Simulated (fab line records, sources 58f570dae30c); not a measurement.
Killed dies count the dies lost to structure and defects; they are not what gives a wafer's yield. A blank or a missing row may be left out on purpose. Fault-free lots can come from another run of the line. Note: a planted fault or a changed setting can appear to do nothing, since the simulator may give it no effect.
fab line records	flow berkeley_cmos170
[record] lots = 14	wafers = 42	last_day = 13
route steps=331 shown START@4 NLDD@161 M2@278 V2@308
lots untouched by any fault: they come from a run of this same line in which no faults occurred
start_h: hours from the record's first day to the start of the lot's first wafer shown	wait_h: how many hours have passed since the lot's step before this one	" same as the row above	L1.1+2: one row covering several wafers at once	- either no value or no given start	* or withheld: withheld	< > ~ a bound
route shown NAME@n: a module of which the file shows steps, and the number in the route of the first	usual: mean and standard deviation over wafers with no fault	same: alike in all rows	chamber/n: place in a boat	sites: readings site by site	_std_site: their standard deviation	_edge_site: the outer-site mean with the inner-site mean subtracted	radius_mm: for every site, how far away it sits from the centre of the wafer	mask NAME#n: copy n	behind: the last tool/chamber to shape the wafer	hold: why the lot went on hold/how many hours it stayed there/how the hold came to an end	device: the n, p or np transistor that did not switch	end of line: at the end of the route, the tests of the same wafers	where a step has no rows: the recipe by itself	killed: at the first sort, the dies lost to defects and structure; wafer yield is something else	map: per-die view of a wafer (x killed, . not killed, _ where there is no die)
set.NAME: the setting as run; set.NAME@STEP: as run at that earlier step	model.NAME: the simulator's own value behind a step, which no gauge read
one table for each step of the route and one row for each wafer, over a sample of lots
services: the hour from which a tool's chamber was out of use, counted from the record's first day as start_h (under 0 if before that day), plus the number of hours and why
[[steps]]
[step UCB170_START_THK_MEAS_03]
[recipe] reads = SiO2_of_START_OXIDATION_02
[usual] START_OXIDE_THK = 20.0/0.44
lot.wafer	tool	chamber	start_h	wait_h	START_OXIDE_THK[nm]
L693.1	film_metro-04	-	27.34	0.0	19.7
L693.5	"	-	"	"	20.0
L693.6	"	-	"	"	20.2
L694.1	film_metro-02	-	27.34	0.0	19.9
L694.3	"	-	"	"	19.9
L694.5	"	-	"	"	19.8
L696.2	film_metro-02	-	41.51	0.0	19.1
L696.3	"	-	"	"	19.6
L696.5	"	-	"	"	19.6
L701.3	film_metro-04	-	66.04	0.0	21.4
L701.4	"	-	"	"	21.3
L701.5	"	-	"	"	21.2
L702.1	film_metro-03	-	72.23	0.0	19.7
L702.5	"	-	"	"	19.9
L702.6	"	-	"	"	19.9
L704.2	film_metro-04	-	81.53	0.0	19.6
L704.4	"	-	"	"	19.7
L704.6	"	-	"	"	19.8
L705.4	film_metro-03	-	86.33	0.0	19.7
L705.5	"	-	"	"	20.0
L705.6	"	-	"	"	19.8
L706.1	film_metro-03	-	89.97	0.0	20.0
L706.2	"	-	"	"	20.1
L706.5	"	-	"	"	19.9
L707.1	film_metro-03	-	96.70	0.0	20.0
L707.4	"	-	"	"	20.3
L707.6	"	-	"	"	19.9
L709.1	film_metro-02	-	106.37	0.0	20.5
L709.3	"	-	"	"	20.5
L709.4	"	-	"	"	20.5
L710.1	film_metro-03	-	112.12	0.0	20.3
L710.2	"	-	"	"	20.5
L710.4	"	-	"	"	20.4
L711.1	film_metro-04	-	112.12	0.0	20.1
L711.2	"	-	"	"	20.5
L711.5	"	-	"	"	20.4
L713.4	film_metro-03	-	125.72	0.0	20.3
L713.5	"	-	"	"	19.8
L713.6	"	-	"	"	19.8
L714.2	film_metro-03	-	134.80	0.0	20.3
L714.4	"	-	"	"	20.2
L714.6	"	-	"	"	20.1
[step UCB170_NLDD_EXPOSE_03]
[recipe] mask_id = NSELECT	na = 0.5	sigma_outer = 0.6	source_shape = conventional	target_cd_nm = 1200	dose_mj = 30
[usual] exposure_dose_mJ_cm2 = 29.98/0.033	focus_offset_nm = 0.1/0.53
lot.wafer	tool	chamber	start_h	wait_h	mask	exposure_dose_mJ_cm2	focus_offset_nm
L693.1	krf_scanner-02	0	177.86	0.2	NSELECT#0	29.98	0.2
L693.5	"	0	"	"	NSELECT#0	30.04	-0.1
L693.6	"	0	"	"	NSELECT#0	30.02	-0.6
L696.2	krf_scanner-02	0	178.36	0.2	NSELECT#0	29.98	0.5
L696.3	"	0	"	"	NSELECT#0	29.97	1.2
L696.5	"	0	"	"	NSELECT#0	30.00	0.7
L694.1	krf_scanner-01	0	178.80	0.2	NSELECT#0	29.99	-0.5
L694.3	"	0	"	"	NSELECT#0	29.98	0.3
L694.5	"	0	"	"	NSELECT#0	30.01	-0.9
L701.3	krf_scanner-01	-	208.09	0.2	NSELECT#0	-	-
L701.4	"	-	"	"	NSELECT#0	-	-
L701.5	"	-	"	"	NSELECT#0	-	-
L702.1	krf_scanner-01	-	221.78	0.1	NSELECT#0	-	-
L702.5	"	-	"	"	NSELECT#0	-	-
L702.6	"	-	"	"	NSELECT#0	-	-
L706.1	krf_scanner-02	0	222.12	0.2	NSELECT#0	29.98	0.4
L706.2	"	0	"	"	NSELECT#0	29.96	-0.5
L706.5	"	0	"	"	NSELECT#0	30.03	0.0
L704.2	krf_scanner-01	0	222.52	0.2	NSELECT#0	30.05	-0.1
L704.4	"	0	"	"	NSELECT#0	30.00	0.3
L704.6	"	0	"	"	NSELECT#0	30.00	-0.3
L705.4	krf_scanner-02	0	222.80	0.4	NSELECT#0	29.96	-0.1
L705.5	"	0	"	"	NSELECT#0	29.98	0.2
L705.6	"	0	"	"	NSELECT#0	29.96	-0.4
L707.1	krf_scanner-01	0	247.33	0.1	NSELECT#0	29.93	0.3
L707.4	"	0	"	"	NSELECT#0	29.93	-0.1
L707.6	"	0	"	"	NSELECT#0	29.96	-0.5
L709.1	krf_scanner-01	0	248.52	0.1	NSELECT#0	29.98	-0.3
L709.3	"	0	"	"	NSELECT#0	29.97	0.1
L709.4	"	0	"	"	NSELECT#0	30.02	0.3
L710.1	krf_scanner-02	0	261.12	0.2	NSELECT#0	30.05	-0.2
L710.2	"	0	"	"	NSELECT#0	30.00	-0.2
L710.4	"	0	"	"	NSELECT#0	30.06	1.1
L711.1	krf_scanner-01	0	261.45	0.2	NSELECT#0	29.96	0.5
L711.2	"	0	"	"	NSELECT#0	29.95	0.5
L711.5	"	0	"	"	NSELECT#0	29.96	0.5
L713.4	krf_scanner-02	0	271.07	0.2	NSELECT#0	29.95	0.2
L713.5	"	0	"	"	NSELECT#0	29.95	-0.1
L713.6	"	0	"	"	NSELECT#0	30.03	0.5
L714.2	krf_scanner-02	0	283.62	0.1	NSELECT#0	30.00	0.7
L714.4	"	0	"	"	NSELECT#0	29.98	-0.1
L714.6	"	0	"	"	NSELECT#0	29.98	0.9
[step UCB170_M2_STRIP_07]
[recipe] chemistry = O2	power_w = 400	pressure_mtorr = 3500	platen_temp_c = withheld	o2_flow_sccm = 400	overash_fraction = 0.5
[usual] drypump_motor_current_A = 5.79/0.25	oes_product_au = 0.735/0.0048	strip_time_to_endpoint_s = 21.99/0.072
lot.wafer	tool	chamber	start_h	wait_h	drypump_motor_current_A	oes_product_au	rf_hours_counter_h	strip_time_to_endpoint_s
L694.1	plasma_asher-01	0	208.07	0.1	5.95	0.736	10	21.91
L694.3	"	0	"	"	5.94	0.736	-	21.97
L694.5	"	0	"	"	5.96	0.731	-	21.99
L693.1	plasma_asher-04	1	209.53	0.1	5.90	0.736	46	22.03
L693.5	"	1	"	"	5.91	0.735	-	22.00
L693.6	"	0	"	"	6.33	0.737	-	22.06
L696.2	plasma_asher-03	1	211.77	0.1	5.53	0.732	50	22.13
L696.3	"	1	"	"	5.52	0.737	-	22.14
L696.5	"	0	"	"	5.79	0.735	-	22.16
L701.3	plasma_asher-03	1	241.11	0.1	5.54	0.734	-	21.95
L701.4	"	0	"	"	5.79	0.740	-	21.95
L701.5	"	0	"	"	5.81	0.732	-	21.97
L702.1	plasma_asher-03	1	246.77	0.1	5.57	0.734	54	21.84
L702.5	"	0	"	"	5.77	0.736	-	21.77
L702.6	"	1	"	"	5.53	0.742	-	21.78
L706.1	plasma_asher-04	0	248.90	0.1	6.34	0.738	51	21.91
L706.2	"	1	"	"	5.94	0.734	51	21.96
L706.5	"	1	"	"	5.96	0.737	-	21.95
L704.2	plasma_asher-03	0	250.57	0.1	5.81	0.735	55	22.02
L704.4	"	1	"	"	5.56	0.732	-	22.02
L704.6	"	0	"	"	5.80	0.737	-	22.03
L705.4	plasma_asher-01	1	251.01	0.1	5.51	0.735	-	21.89
L705.5	"	1	"	"	5.51	0.737	-	21.96
L705.6	"	0	"	"	5.97	0.733	-	21.97
L709.1	plasma_asher-01	1	273.58	0.1	5.53	0.738	18	21.88
L709.3	"	0	"	"	5.94	0.740	-	21.86
L709.4	"	1	"	"	5.53	0.743	-	21.92
L707.1	plasma_asher-04	1	274.99	0.1	5.95	0.736	53	22.02
L707.4	"	1	"	"	5.93	0.742	-	22.02
L707.6	"	1	"	"	5.89	0.735	-	21.98
L710.1	plasma_asher-04	1	287.98	0.1	5.93	0.739	54	22.05
L710.2	"	0	"	"	6.31	0.737	54	22.04
L710.4	"	0	"	"	6.30	0.737	-	22.09
L711.1	plasma_asher-01	0	291.87	0.1	5.97	0.729	20	21.95
L711.2	"	1	"	"	5.53	0.737	20	21.96
L711.5	"	1	"	"	5.53	0.728	-	21.98
L713.4	plasma_asher-03	0	297.59	0.1	5.78	0.731	-	21.98
L713.5	"	1	"	"	5.53	0.728	-	21.97
L713.6	"	0	"	"	5.79	0.732	-	21.96
L714.2	plasma_asher-01	1	314.32	0.1	5.50	0.733	23	22.03
L714.4	"	1	"	"	5.52	0.733	-	22.03
L714.6	"	0	"	"	5.96	0.739	-	22.03
[step UCB170_V2_CD_MEAS_90]
[recipe] target_cd_nm = 700
[usual] cd_nm = 699.4/1.6
lot.wafer	tool	chamber	start_h	wait_h	cd_nm
L694.1	cd_sem-01	-	213.68	0.1	700.7
L694.3	"	-	"	"	700.9
L694.5	"	-	"	"	701.4
L693.1	cd_sem-01	-	214.23	0.1	696.1
L693.5	"	-	"	"	693.5
L693.6	"	-	"	"	696.3
L696.2	cd_sem-02	-	216.71	0.1	698.2
L696.3	"	-	"	"	700.2
L696.5	"	-	"	"	699.7
L701.3	cd_sem-02	-	248.47	0.1	701.7
L701.4	"	-	"	"	701.7
L701.5	"	-	"	"	699.6
L702.1	cd_sem-02	-	251.59	0.1	699.9
L702.5	"	-	"	"	697.9
L702.6	"	-	"	"	699.2
L706.1	cd_sem-01	-	253.65	0.1	699.9
L706.2	"	-	"	"	700.6
L706.5	"	-	"	"	701.4
L704.2	cd_sem-02	-	254.75	0.1	699.3
L704.4	"	-	"	"	698.2
L704.6	"	-	"	"	699.3
L705.4	cd_sem-02	-	255.31	0.1	701.3
L705.5	"	-	"	"	702.9
L705.6	"	-	"	"	699.9
L709.1	cd_sem-02	-	282.32	0.4	700.6
L709.3	"	-	"	"	700.6
L709.4	"	-	"	"	700.7
L707.1	cd_sem-01	-	282.41	0.4	699.0
L707.4	"	-	"	"	699.6
L707.6	"	-	"	"	700.9
L710.1	cd_sem-01	-	292.20	0.1	700.2
L710.2	"	-	"	"	699.1
L710.4	"	-	"	"	698.9
L711.1	cd_sem-01	-	297.28	0.1	697.3
L711.2	"	-	"	"	697.5
L711.5	"	-	"	"	699.1
L713.4	cd_sem-01	-	304.15	0.1	698.5
L713.5	"	-	"	"	699.4
L713.6	"	-	"	"	698.8
L714.2	cd_sem-02	-	319.73	0.2	699.6
L714.4	"	-	"	"	700.4
L714.6	"	-	"	"	700.0
[[services]]
tool	chamber	start_h	hours	kind
krf_scanner-01	-	154.98	0.8	pm
krf_scanner-02	-	238.67	1.3	pm
krf_scanner-01	-	242.85	1.0	pm
plasma_asher-04	-	258.23	6.5	repair
krf_scanner-01	0	260.12	-	calibration
krf_scanner-02	0	271.81	-	calibration
krf_scanner-01	-	280.97	1.3	pm
krf_scanner-02	-	286.45	0.8	pm
krf_scanner-02	-	287.52	0.4	repair
plasma_asher-03	-	298.05	1.5	repair
krf_scanner-02	-	298.31	1.0	pm
krf_scanner-01	-	299.31	4.0	pm
krf_scanner-01	-	313.39	1.0	repair
[[key]]
[first_sign] step = UCB170_NLDD_EXPOSE_03	reading = tool_record	direction = missing
effect none on later readings
met_at UCB170_NLDD_EXPOSE_03
struck_lots L701,L702
sort_left_out L701.3,L701.4,L701.5,L702.1,L702.5,L702.6
tester_left_out L701,L702
not_acting_at UCB170_START_THK_MEAS_03,UCB170_M2_STRIP_07,UCB170_V2_CD_MEAS_90
onset_between 178.80 208.09
[fault] kind = skipped_step_whole	tool = krf_scanner-01	chamber = -	onset_h = 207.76	steps = UCB170_NLDD_EXPOSE_03	scope = struck_lots_only
// tester_left_out: of these lots the tester's yield and bins aren't shown, on N5 and GAA mostly nor the transistor test; their killed dies are dies lost to structure and defects alone, not to doping, threshold or leakage, so they don't give the yield
// sort_left_out: the simulated sort isn't trusted on such a fault, so these wafers' sort isn't shown, and their yield isn't known
